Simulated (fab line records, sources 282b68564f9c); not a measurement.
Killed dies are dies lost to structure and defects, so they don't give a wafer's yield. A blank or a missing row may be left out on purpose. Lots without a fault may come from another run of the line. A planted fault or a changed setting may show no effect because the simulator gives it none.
Tool commonality check | flow rit_cmos | 14 lots, 42 wafers sampled

WHY IT WAS OPENED
At RIT_PSD_TW_MEAS_10 the reading PSD_TW is flagged on 2 of 14 lots. Wafers without a fault read 3437, standard deviation 20.
Rule: a lot is flagged when every wafer of it that has a number lies more than 4 standard deviations from that mean, or none has a number. The other lots count as sound.

lot  | measured    | on            | PSD_TW, wafer by wafer | flag
L510 | day 3 04:01 | film_metro-02 | 3462 3449 3435         |
L511 | day 3 05:55 | film_metro-02 | 3432 3423 3428         |
L512 | day 3 12:32 | film_metro-03 | 3449 3438 3447         |
L513 | day 3 15:57 | film_metro-01 | 3395 3389 3402         |
L517 | day 4 12:35 | film_metro-01 | 3422 3408 3414         |
L518 | day 4 16:48 | film_metro-01 | 3417 3412 3416         |
L519 | day 4 23:03 | film_metro-03 | 3438 3449 3453         |
L520 | day 5 03:34 | film_metro-03 | 3645 3632 3641         | FLAGGED
L521 | day 5 08:33 | film_metro-01 | 3620 3640 3618         | FLAGGED
L527 | day 6 14:31 | film_metro-02 | 3453 3442 3448         |
L530 | day 7 06:22 | film_metro-02 | 3473 3474 3457         |
L531 | day 7 09:45 | film_metro-03 | 3418 3430 3426         |
L532 | day 7 14:34 | film_metro-03 | 3416 3435 3435         |
L533 | day 7 19:15 | film_metro-02 | 3447 3451 3461         |
The numbers of the flagged lots are 3633 on average: +196 against the usual, or +10 standard deviations.

WHICH TOOL RAN EACH LOT
The record holds 1 process step before the reading, out of a route of 202 steps. In each cell: the tool, then ch and the chambers that the sampled wafers went through, then the start.
lot  | flag    | RIT_NSD_COAT_01
L510 |         | litho_track-02 ch 0, day 3 01:07
L511 |         | litho_track-03 ch 0, day 3 03:10
L512 |         | litho_track-02 ch 0, day 3 09:53
L513 |         | litho_track-03 ch 0, day 3 13:19
L517 |         | litho_track-03 ch 0, day 4 09:59
L518 |         | litho_track-01 ch 0, day 4 13:56
L519 |         | litho_track-03 ch 0, day 4 20:12
L520 | FLAGGED | litho_track-03, day 5 00:49
L521 | FLAGGED | litho_track-03, day 5 05:39
L527 |         | litho_track-02 ch 0, day 6 11:55
L530 |         | litho_track-01 ch 0, day 7 03:28
L531 |         | litho_track-03 ch 0, day 7 06:59
L532 |         | litho_track-03 ch 0, day 7 11:43
L533 |         | litho_track-01 ch 0, day 7 16:17
What these steps do:
- RIT_NSD_COAT_01: resist thk 1000 nm.
- RIT_PSD_TW_MEAS_10

FLAGGED OVER TOTAL, TOOL BY TOOL (the gauges that took the reading come last)
step               | tool           | lots run | flagged | share of the flagged lots | sound lots run after its first flagged lot
RIT_NSD_COAT_01    | litho_track-01 | 3        | 0       | none                      | -
RIT_NSD_COAT_01    | litho_track-02 | 3        | 0       | none                      | -
RIT_NSD_COAT_01    | litho_track-03 | 8        | 2       | all                       | 2 (L531,L532)
RIT_PSD_TW_MEAS_10 | film_metro-01  | 4        | 1       | some                      | 0
RIT_PSD_TW_MEAS_10 | film_metro-02  | 5        | 0       | none                      | -
RIT_PSD_TW_MEAS_10 | film_metro-03  | 5        | 1       | some                      | 2 (L531,L532)

WHAT THE TABLE ALLOWS
1 row of the table ran every flagged lot: litho_track-03 at RIT_NSD_COAT_01.
- litho_track-03 at RIT_NSD_COAT_01: 2 of its 8 lots flagged. Sound lots ran on it after the first flagged one (L531, L532), which a lasting fault on the whole tool wouldn't allow. On the flagged lots its readings are blank where sound lots have values: chill_plate_temp_C, dispense_pressure_kPa.
No row of the table ran every flagged lot and no sound lot after the first.

WHAT THE SIMULATOR HAD PUT IN
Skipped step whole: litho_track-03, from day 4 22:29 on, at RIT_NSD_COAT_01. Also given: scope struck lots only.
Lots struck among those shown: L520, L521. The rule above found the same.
